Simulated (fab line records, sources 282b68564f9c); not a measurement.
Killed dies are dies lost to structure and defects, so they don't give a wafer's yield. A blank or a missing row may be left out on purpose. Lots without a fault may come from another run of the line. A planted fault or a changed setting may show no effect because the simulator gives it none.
A struck lot beside a sound one | flow rit_cmos | 17 steps out of a route of 202
Sound: wafers L608.1, L608.3, L608.4. Struck: wafers L604.3, L604.5, L604.6. The cause comes at the end.
At each step with rows: each side's tool, then ch and its chambers, then its first start. Under that, the readings that differ: sound wafers | struck wafers | difference of the means | sigmas: that difference in standard deviations of wafers without a fault.
alike: readings whose means differ by less than 2 such deviations, and words and numbers that are the same on both sides. not compared: withheld readings, readings that some wafer has no value for, bounds like >300 that may hide the same value, and numbers for which the record gives no deviation and whose values overlap.
The two part at a step that has a row with sigmas, a row that says differs or no value, or rows on one side only. Numbers that don't overlap but have no deviation are shown without sigmas and don't part them. A reading that every wafer of one side lacks parts them only if that side has two wafers or more.

first, 2 steps without rows for these wafers: RIT_ACTIVE_CLEAN_17 (cleans in SC2, time 600 s); RIT_FOX1_OXIDATION_00 (target thk 350.7 nm, ox time 1130 s).
RIT_FOX1_THK_MEAS_01:
  sound on film_metro-04, day 6 03:32; struck on film_metro-02, day 5 06:25
  alike: FOX1_OXIDE_THK
then, 2 steps without rows for these wafers: RIT_FOX1_WET_ETCH_02 (etches SiO2 in BOE, target depth 350 nm, time 390 s); RIT_FOX2_OXIDATION_00 (target thk 350.7 nm, ox time 1130 s).
RIT_FOX2_THK_MEAS_01:
  sound on film_metro-02, day 6 05:15; struck on film_metro-02, day 5 10:02
  alike: FOX2_OXIDE_THK
then, 2 steps without rows for these wafers: RIT_FOX2_CLEAN_02 (cleans in dHF, time 180 s); RIT_FOX2_WET_ETCH_03 (etches Si3N4 in H3PO4, target depth 195 nm, time 2700 s).
RIT_FOX2_THK_MEAS_90:
  sound on film_metro-01, day 6 06:08; struck on film_metro-02, day 5 11:40
  alike: FIELD_OXIDE_LEFT_1_THK
then, 3 steps without rows for these wafers: RIT_NWELL_HMDS_00 (prime time 60 s); RIT_NWELL_COAT_01 (resist thk 1300 nm); RIT_NWELL_SOFTBAKE_02 (time 60 s).
RIT_NWELL_EXPOSE_03: exposes mask M2, target cd 43900 nm.
  sound on iline_stepper-02 ch 0, day 6 06:46; struck on iline_stepper-01 ch 0, day 5 12:12
  reading                       | sound                | struck         | difference | sigmas
  model.NWELL.overlay_x_nm (nm) | -1.787 -1.787 -1.787 | 5134 5134 5134 | +5136      |
  alike: mask
then, 2 steps without rows for these wafers: RIT_NWELL_PEB_04; RIT_NWELL_DEVELOP_05 (develop time 68 s).
RIT_NWELL_OVL_MEAS_06:
  sound on overlay-01, day 6 07:24; struck on overlay-01, day 5 12:48
  reading        | sound          | struck | difference                    | sigmas
  NWELL_OVL (nm) | -2.1 -1.8 -1.7 | - - -  | no value on the struck wafers |
  not compared: hold
RIT_M1_PROBE_99:
  the record has rows for the sound wafers here (prober-01, day 8 04:40) and none for the struck ones

WHERE THEY PART
First at RIT_NWELL_OVL_MEAS_06; last, within this record, at RIT_M1_PROBE_99.

WHY: what the simulator had put in
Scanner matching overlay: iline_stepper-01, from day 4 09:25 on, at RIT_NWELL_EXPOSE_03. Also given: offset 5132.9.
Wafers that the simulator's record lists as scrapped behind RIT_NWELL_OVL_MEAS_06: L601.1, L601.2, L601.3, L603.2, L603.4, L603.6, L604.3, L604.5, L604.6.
